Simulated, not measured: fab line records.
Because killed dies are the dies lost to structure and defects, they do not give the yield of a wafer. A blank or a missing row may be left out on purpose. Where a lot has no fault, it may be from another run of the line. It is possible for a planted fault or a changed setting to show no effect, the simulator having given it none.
Commonality check across tools / flow berkeleyCmos170 / 45 wafers sampled across 15 lots

WHAT PROMPTED THE OPENING
3 of 15 lots carry a flag on the reading NWELL_TW at UCB170_NWELL_TW_MEAS_16. No-fault wafers: 1244, standard deviation 10.
Rule: flag the lot when none of its wafers has a number, or when each of its wafers that has one lies beyond 4 standard deviations from that mean. All remaining lots are regarded as sound.

lot=L504; measured=day 2 10:55; on=filmMetro-04; NWELL_TW, wafer by wafer=1247 1243 1243; flag=
lot=L507; measured=day 3 05:18; on=filmMetro-03; NWELL_TW, wafer by wafer=1238 1242 1247; flag=
lot=L509; measured=day 3 15:59; on=filmMetro-03; NWELL_TW, wafer by wafer=1242 1244 1240; flag=
lot=L512; measured=day 4 00:00; on=filmMetro-04; NWELL_TW, wafer by wafer=1244 1258 1247; flag=
lot=L511; measured=day 4 00:17; on=filmMetro-01; NWELL_TW, wafer by wafer=1225 1226 1231; flag=
lot=L513; measured=day 4 02:34; on=filmMetro-01; NWELL_TW, wafer by wafer=1239 1230 1233; flag=
lot=L514; measured=day 4 10:52; on=filmMetro-01; NWELL_TW, wafer by wafer=1229 1237 1231; flag=
lot=L515; measured=day 4 10:55; on=filmMetro-04; NWELL_TW, wafer by wafer=1550 1550 1561; flag=FLAGGED
lot=L516; measured=day 4 17:28; on=filmMetro-03; NWELL_TW, wafer by wafer=1561 1553 1559; flag=FLAGGED
lot=L517; measured=day 4 21:18; on=filmMetro-04; NWELL_TW, wafer by wafer=1245 1245 1252; flag=
lot=L518; measured=day 5 04:31; on=filmMetro-03; NWELL_TW, wafer by wafer=1562 1558 1567; flag=FLAGGED
lot=L523; measured=day 6 04:29; on=filmMetro-04; NWELL_TW, wafer by wafer=1258 1255 1246; flag=
lot=L524; measured=day 6 11:51; on=filmMetro-03; NWELL_TW, wafer by wafer=1244 1245 1248; flag=
lot=L526; measured=day 7 01:22; on=filmMetro-03; NWELL_TW, wafer by wafer=1247 1254 1244; flag=
lot=L527; measured=day 7 05:12; on=filmMetro-03; NWELL_TW, wafer by wafer=1248 1244 1244; flag=
The numbers of the flagged lots are 1558 on average: +314 against the usual, or +31 standard deviations.

WHICH TOOL EACH LOT WENT THROUGH
2 process steps preceding the reading are held in the record, out of 331 steps in the route. In each cell: the tool, then ch and the chambers that the sampled wafers went through, then the start.
lot=L504; flag=; UCB170_NWELL_IMPLANT_14=implanter-02 ch 0, day 2 10:40; UCB170_NWELL_STRIP_15=plasmaAsher-01 ch 0,1, day 2 10:49
lot=L507; flag=; UCB170_NWELL_IMPLANT_14=implanter-02 ch 0, day 3 05:05; UCB170_NWELL_STRIP_15=plasmaAsher-01 ch 0,1, day 3 05:12
lot=L509; flag=; UCB170_NWELL_IMPLANT_14=implanter-03 ch 0, day 3 15:44; UCB170_NWELL_STRIP_15=plasmaAsher-03 ch 0,1, day 3 15:53
lot=L512; flag=; UCB170_NWELL_IMPLANT_14=implanter-02 ch 0, day 3 23:45; UCB170_NWELL_STRIP_15=plasmaAsher-03 ch 0, day 3 23:54
lot=L511; flag=; UCB170_NWELL_IMPLANT_14=implanter-03 ch 0, day 4 00:02; UCB170_NWELL_STRIP_15=plasmaAsher-01 ch 0,1, day 4 00:11
lot=L513; flag=; UCB170_NWELL_IMPLANT_14=implanter-03 ch 0, day 4 02:22; UCB170_NWELL_STRIP_15=plasmaAsher-01 ch 0,1, day 4 02:29
lot=L514; flag=; UCB170_NWELL_IMPLANT_14=implanter-01 ch 0, day 4 10:38; UCB170_NWELL_STRIP_15=plasmaAsher-02 ch 0,1, day 4 10:45
lot=L515; flag=FLAGGED; UCB170_NWELL_IMPLANT_14=implanter-03 ch 0, day 4 10:24; UCB170_NWELL_STRIP_15=plasmaAsher-03 ch 0,1, day 4 10:50
lot=L516; flag=FLAGGED; UCB170_NWELL_IMPLANT_14=implanter-03 ch 0, day 4 16:56; UCB170_NWELL_STRIP_15=plasmaAsher-03 ch 0,1, day 4 17:23
lot=L517; flag=; UCB170_NWELL_IMPLANT_14=implanter-02 ch 0, day 4 21:03; UCB170_NWELL_STRIP_15=plasmaAsher-01 ch 0,1, day 4 21:12
lot=L518; flag=FLAGGED; UCB170_NWELL_IMPLANT_14=implanter-01 ch 0, day 5 03:58; UCB170_NWELL_STRIP_15=plasmaAsher-01 ch 0,1, day 5 04:24
lot=L523; flag=; UCB170_NWELL_IMPLANT_14=implanter-01 ch 0, day 6 04:14; UCB170_NWELL_STRIP_15=plasmaAsher-01 ch 0,1, day 6 04:23
lot=L524; flag=; UCB170_NWELL_IMPLANT_14=implanter-02 ch 0, day 6 11:39; UCB170_NWELL_STRIP_15=plasmaAsher-03 ch 0,1, day 6 11:46
lot=L526; flag=; UCB170_NWELL_IMPLANT_14=implanter-02 ch 0, day 7 01:07; UCB170_NWELL_STRIP_15=plasmaAsher-02 ch 0,1, day 7 01:16
lot=L527; flag=; UCB170_NWELL_IMPLANT_14=implanter-01 ch 0, day 7 04:57; UCB170_NWELL_STRIP_15=plasmaAsher-03 ch 0,1, day 7 05:06
These steps, and what they do:
- UCB170_NWELL_IMPLANT_14
- UCB170_NWELL_STRIP_15: strips in O2.
- UCB170_NWELL_TW_MEAS_16

FLAGGED OVER TOTAL, TOOL BY TOOL (the gauges that took the reading come last)
step=UCB170_NWELL_IMPLANT_14; tool=implanter-01; lots run=4; flagged=1; share of the flagged lots=some; sound lots run after its first flagged lot=2 (L523,L527)
step=UCB170_NWELL_IMPLANT_14; tool=implanter-02; lots run=6; flagged=0; share of the flagged lots=none; sound lots run after its first flagged lot=-
step=UCB170_NWELL_IMPLANT_14; tool=implanter-03; lots run=5; flagged=2; share of the flagged lots=some; sound lots run after its first flagged lot=0
step=UCB170_NWELL_STRIP_15; tool=plasmaAsher-01; lots run=7; flagged=1; share of the flagged lots=some; sound lots run after its first flagged lot=1 (L523)
step=UCB170_NWELL_STRIP_15; tool=plasmaAsher-02; lots run=2; flagged=0; share of the flagged lots=none; sound lots run after its first flagged lot=-
step=UCB170_NWELL_STRIP_15; tool=plasmaAsher-03; lots run=6; flagged=2; share of the flagged lots=some; sound lots run after its first flagged lot=2 (L524,L527)
step=UCB170_NWELL_TW_MEAS_16; tool=filmMetro-01; lots run=3; flagged=0; share of the flagged lots=none; sound lots run after its first flagged lot=-
step=UCB170_NWELL_TW_MEAS_16; tool=filmMetro-03; lots run=7; flagged=2; share of the flagged lots=some; sound lots run after its first flagged lot=3 (L524,L526,L527)
step=UCB170_NWELL_TW_MEAS_16; tool=filmMetro-04; lots run=5; flagged=1; share of the flagged lots=some; sound lots run after its first flagged lot=2 (L517,L523)

WHAT THE TABLE PERMITS
No row of the table ran every flagged lot.

WHAT THE SIMULATOR HAD PUT IN
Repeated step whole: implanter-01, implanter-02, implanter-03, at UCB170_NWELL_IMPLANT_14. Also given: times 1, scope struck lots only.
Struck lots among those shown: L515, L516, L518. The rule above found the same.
